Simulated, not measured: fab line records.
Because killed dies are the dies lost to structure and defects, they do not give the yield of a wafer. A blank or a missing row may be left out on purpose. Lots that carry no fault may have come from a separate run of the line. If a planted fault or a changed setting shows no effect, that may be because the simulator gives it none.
Which tool is to blame? + flow berkeley cmos170 + 14 lots, 42 wafers sampled, at 6 steps of a route of 331

== WHAT THE GAUGES SHOWED, per wafer ==
UCB170_ACTIVE_THK_MEAS_06.
| lot  | measured    | on            | ACTIVE_NITRIDE_THK (nm) |
|------|-------------|---------------|-------------------------|
| L613 | day 4 01:18 | film metro-04 | 220.2 219.9 220.8       |
| L614 | day 4 11:33 | film metro-02 | 219.8 219.0 219.2       |
| L615 | day 4 22:31 | film metro-04 | 219.2 216.8 218.1       |
| L619 | day 5 17:09 | film metro-04 | 221.3 220.8 223.3       |
| L620 | day 5 17:09 | film metro-02 | 218.6 218.4 220.2       |
| L626 | day 6 20:14 | film metro-01 | 220.2 220.5 219.5       |
| L627 | day 7 04:25 | film metro-02 | 300.3 298.4 298.5       |
| L628 | day 7 04:24 | film metro-04 | 301.9 300.0 300.1       |
| L629 | day 7 10:16 | film metro-04 | 218.5 220.3 219.0       |
| L631 | day 7 13:35 | film metro-02 | 221.7 220.4 219.7       |
| L632 | day 8 08:31 | film metro-01 | 220.9 222.4 220.3       |
| L633 | day 8 08:32 | film metro-02 | 220.1 219.7 219.6       |
| L634 | day 8 08:31 | film metro-04 | 217.7 217.9 216.5       |
| L635 | day 8 20:47 | film metro-04 | 219.2 220.1 218.8       |

UCB170_V2_THK_MEAS_04.
| lot  | measured     | on            | V2_POLISHED_THK (nm) |
|------|--------------|---------------|----------------------|
| L613 | day 7 09:30  | film metro-04 | 999.9 1000.2 999.2   |
| L614 | day 7 17:04  | film metro-04 | 1000.5 1000.6 1001.5 |
| L615 | day 8 09:48  | film metro-03 | 1001.1 1001.4 999.9  |
| L619 | day 9 03:10  | film metro-03 | 999.6 999.9 998.7    |
| L620 | day 9 03:20  | film metro-01 | 1000.1 1000.0 1000.5 |
| L626 | day 10 05:46 | film metro-01 | 998.9 1000.6 1000.8  |
| L629 | day 10 18:35 | film metro-03 | 1000.4 998.0 1001.9  |
| L631 | day 10 22:28 | film metro-01 | 1000.5 999.7 1000.3  |
| L632 | day 11 18:55 | film metro-04 | 998.3 999.4 1000.0   |
| L633 | day 11 18:21 | film metro-03 | 998.8 998.6 999.4    |
| L634 | day 11 18:37 | film metro-03 | 999.5 999.0 999.4    |
| L635 | day 12 07:05 | film metro-01 | 1001.5 1001.1 999.8  |

== EACH LOT AND THE TOOL THAT RAN IT (in order: tool; ch and the chambers of the sampled wafers; start) ==
| lot  | UCB170_ACTIVE_CVD_05       | UCB170_ACTIVE_ETCH_15             | UCB170_CONTACT_STRIP_19              | UCB170_V2_CVD_00                |
|------|----------------------------|-----------------------------------|--------------------------------------|---------------------------------|
| L613 | lpcvd-02 ch 0, day 3 23:22 | rie diel-04 ch 0,2,3, day 4 02:47 | plasma asher-03 ch 0,1, day 6 22:22  | pecvd-04 ch 0,2, day 7 08:51    |
| L614 | lpcvd-01 ch 0, day 4 09:37 | rie diel-01 ch 0,2,3, day 4 12:48 | plasma asher-02 ch 0,1, day 7 04:44  | pecvd-01 ch 0,2, day 7 16:25    |
| L615 | lpcvd-01 ch 0, day 4 20:35 | rie diel-03 ch 1,3, day 5 00:41   | plasma asher-03 ch 0,1, day 7 21:50  | pecvd-01 ch 0,1, day 8 09:03    |
| L619 | lpcvd-02 ch 0, day 5 15:13 | rie diel-03 ch 0,1,3, day 5 18:32 | plasma asher-04 ch 0, day 8 14:32    | pecvd-02 ch 1,2, day 9 02:32    |
| L620 | lpcvd-02 ch 1, day 5 15:13 | rie diel-01 ch 0,2,3, day 5 18:36 | plasma asher-04 ch 0,1, day 8 11:40  | pecvd-01 ch 1,2, day 9 02:41    |
| L626 | lpcvd-01 ch 0, day 6 18:17 | rie diel-03 ch 0,2,3, day 6 21:52 | plasma asher-03 ch 0,1, day 9 15:48  | pecvd-01 ch 0,1,2, day 10 05:11 |
| L627 | lpcvd-02 ch 1, day 7 02:29 | rie diel-04 ch 0,2, day 7 05:42   | -                                    | -                               |
| L628 | lpcvd-02 ch 1, day 7 02:29 | rie diel-03 ch 1,2, day 7 05:28   | -                                    | -                               |
| L629 | lpcvd-02 ch 0, day 7 08:19 | rie diel-01 ch 1,2,3, day 7 11:37 | plasma asher-04 ch 0,1, day 10 02:24 | pecvd-01 ch 0,1,2, day 10 17:59 |
| L631 | lpcvd-02 ch 0, day 7 11:40 | rie diel-01 ch 0,2, day 7 14:53   | plasma asher-04 ch 0,1, day 10 10:48 | pecvd-02 ch 0,1, day 10 21:50   |
| L632 | lpcvd-01 ch 0, day 8 06:35 | rie diel-03 ch 0,1,3, day 8 09:49 | plasma asher-03 ch 0,1, day 11 00:10 | pecvd-02 ch 0,2, day 11 18:14   |
| L633 | lpcvd-01 ch 1, day 8 06:35 | rie diel-01 ch 0,1, day 8 10:03   | plasma asher-03 ch 0,1, day 10 23:27 | pecvd-01 ch 0,1,2, day 11 17:46 |
| L634 | lpcvd-01 ch 1, day 8 06:35 | rie diel-04 ch 0,3, day 8 09:41   | plasma asher-02 ch 0,1, day 11 01:13 | pecvd-04 ch 0,1,2, day 11 17:58 |
| L635 | lpcvd-01 ch 1, day 8 18:50 | rie diel-03 ch 1,2,3, day 8 21:49 | plasma asher-03 ch 0,1, day 11 15:27 | pecvd-02 ch 0,1,2, day 12 06:25 |
- UCB170_ACTIVE_CVD_05: deposits Si3N4 from SiH2Cl2/NH3, target thk 220 nm, time 3300 s.
- UCB170_ACTIVE_ETCH_15: etches Si3N4 in CH3F/Ar/O2, stops on SiO2, target depth 242 nm, time 151 s.
- UCB170_CONTACT_STRIP_19: strips in O2.
- UCB170_V2_CVD_00: deposits SiO2 from TEOS/O2, target thk 2000 nm, time 250 s.

== AS READ BY THE TOOLS THEMSELVES (means over the sampled wafers that have a number; for cases with no such wafer, the mark the record gives instead) ==
UCB170_ACTIVE_CVD_05.
| lot  | tool     | spike tc centre C (C) | spike tc load C (C) | spike tc source C (C) | susceptor temp C (C) |
|------|----------|-----------------------|---------------------|-----------------------|----------------------|
| L613 | lpcvd-02 | 802.8                 | 827                 | 823                   | 800.1                |
| L614 | lpcvd-01 | 802.7                 | 819                 | 827                   | 800.4                |
| L615 | lpcvd-01 | 801.2                 | 820                 | 827                   | 799.7                |
| L619 | lpcvd-02 | 802.9                 | 828                 | 823                   | 800.3                |
| L620 | lpcvd-02 | 802.9                 | 824                 | 825                   | 799.7                |
| L626 | lpcvd-01 | 802.6                 | 818                 | 826                   | 800.1                |
| L627 | lpcvd-02 | 820.0                 | 843                 | 844                   | 817.6                |
| L628 | lpcvd-02 | 820.5                 | 842                 | 843                   | 818.0                |
| L629 | lpcvd-02 | 804.4                 | 827                 | 823                   | 800.2                |
| L631 | lpcvd-02 | 803.0                 | 828                 | 822                   | 800.2                |
| L632 | lpcvd-01 | 802.5                 | 819                 | 826                   | 799.9                |
| L633 | lpcvd-01 | 803.0                 | 825                 | 819                   | 799.9                |
| L634 | lpcvd-01 | 803.7                 | 825                 | 819                   | 800.0                |
| L635 | lpcvd-01 | 803.4                 | 825                 | 819                   | 800.1                |

UCB170_ACTIVE_ETCH_15.
| lot  | tool        | drypump motor current A (A) | oes product au (a.u.) | throttle valve pct (%) |
|------|-------------|-----------------------------|-----------------------|------------------------|
| L613 | rie diel-04 | 5.9                         | 0.948                 | 8.11                   |
| L614 | rie diel-01 | 6.5                         | 0.942                 | 8.06                   |
| L615 | rie diel-03 | 5.9                         | 0.958                 | 8.10                   |
| L619 | rie diel-03 | 5.9                         | 0.957                 | 8.09                   |
| L620 | rie diel-01 | 6.5                         | 0.948                 | 8.05                   |
| L626 | rie diel-03 | 5.8                         | 0.958                 | 8.07                   |
| L627 | rie diel-04 | 6.1                         | 1.001                 | 8.03                   |
| L628 | rie diel-03 | 5.6                         | 1.008                 | 8.04                   |
| L629 | rie diel-01 | 6.1                         | 0.954                 | 7.94                   |
| L631 | rie diel-01 | 6.6                         | 0.954                 | 7.98                   |
| L632 | rie diel-03 | 5.9                         | 0.956                 | 8.10                   |
| L633 | rie diel-01 | 5.8                         | 0.942                 | 7.93                   |
| L634 | rie diel-04 | 5.3                         | 0.945                 | 8.23                   |
| L635 | rie diel-03 | 5.8                         | 0.954                 | 8.06                   |

UCB170_CONTACT_STRIP_19.
| lot  | tool            | drypump motor current A (A) | oes product au (a.u.) |
|------|-----------------|-----------------------------|-----------------------|
| L613 | plasma asher-03 | 5.2                         | 0.723                 |
| L614 | plasma asher-02 | 6.0                         | 0.721                 |
| L615 | plasma asher-03 | 5.2                         | 0.723                 |
| L619 | plasma asher-04 | 6.3                         | 0.724                 |
| L620 | plasma asher-04 | 6.1                         | 0.725                 |
| L626 | plasma asher-03 | 5.2                         | 0.727                 |
| L629 | plasma asher-04 | 6.1                         | 0.721                 |
| L631 | plasma asher-04 | 6.1                         | 0.724                 |
| L632 | plasma asher-03 | 5.3                         | 0.728                 |
| L633 | plasma asher-03 | 5.3                         | 0.724                 |
| L634 | plasma asher-02 | 5.7                         | 0.724                 |
| L635 | plasma asher-03 | 5.3                         | 0.728                 |

UCB170_V2_CVD_00.
| lot  | tool     | heater power w (W) | susceptor temp C (C) |
|------|----------|--------------------|----------------------|
| L613 | pecvd-04 | 229                | 390.14               |
| L614 | pecvd-01 | 263                | 390.24               |
| L615 | pecvd-01 | 293                | 389.74               |
| L619 | pecvd-02 | 278                | 390.32               |
| L620 | pecvd-01 | 222                | 389.75               |
| L626 | pecvd-01 | 211                | 389.96               |
| L629 | pecvd-01 | 238                | 390.24               |
| L631 | pecvd-02 | 260                | 390.06               |
| L632 | pecvd-02 | 290                | 390.00               |
| L633 | pecvd-01 | 252                | 390.01               |
| L634 | pecvd-04 | 245                | 390.06               |
| L635 | pecvd-02 | 318                | 389.80               |

== THE ANSWER, worked out from the rows above alone ==
Rule: the usual values come from the lots themselves. The widest of any qualifying gaps counts: lots, ordered by their means at a reading, are off when they make up no more than a third of the lots, leave a main group of 4 or more, and stand apart from it by 3 or more times the standard deviation of that group's means. A main group whose means are all the same, to the digits that the tables above print for the reading, isn't used. A lot without any number at a reading at which 4 lots or more have one is off too. All remaining lots with rows at the step are treated as sound. First the gauges in route order, then the tools' own readings, where a lot's mean is used as printed above. The first step at which some lot is off is used, and at that step the reading that is off furthest; a lot without a number counts as furthest.
Off: L627, L628, at UCB170_ACTIVE_THK_MEAS_06 (ACTIVE_NITRIDE_THK). Mean 219.7 nm and standard deviation 1.2 in the main group.
If a tool, at a process step before that reading, ran all the lots that are off and no sound lot after the first of them, it fits. Not tried: the gauges at UCB170_ACTIVE_THK_MEAS_06; whatever is off there is also off at UCB170_ACTIVE_CVD_05, on other tools, and gauge error can't account for it. Not one of the candidates tried fits.

== WHAT THE SIMULATOR HAD PUT IN ==
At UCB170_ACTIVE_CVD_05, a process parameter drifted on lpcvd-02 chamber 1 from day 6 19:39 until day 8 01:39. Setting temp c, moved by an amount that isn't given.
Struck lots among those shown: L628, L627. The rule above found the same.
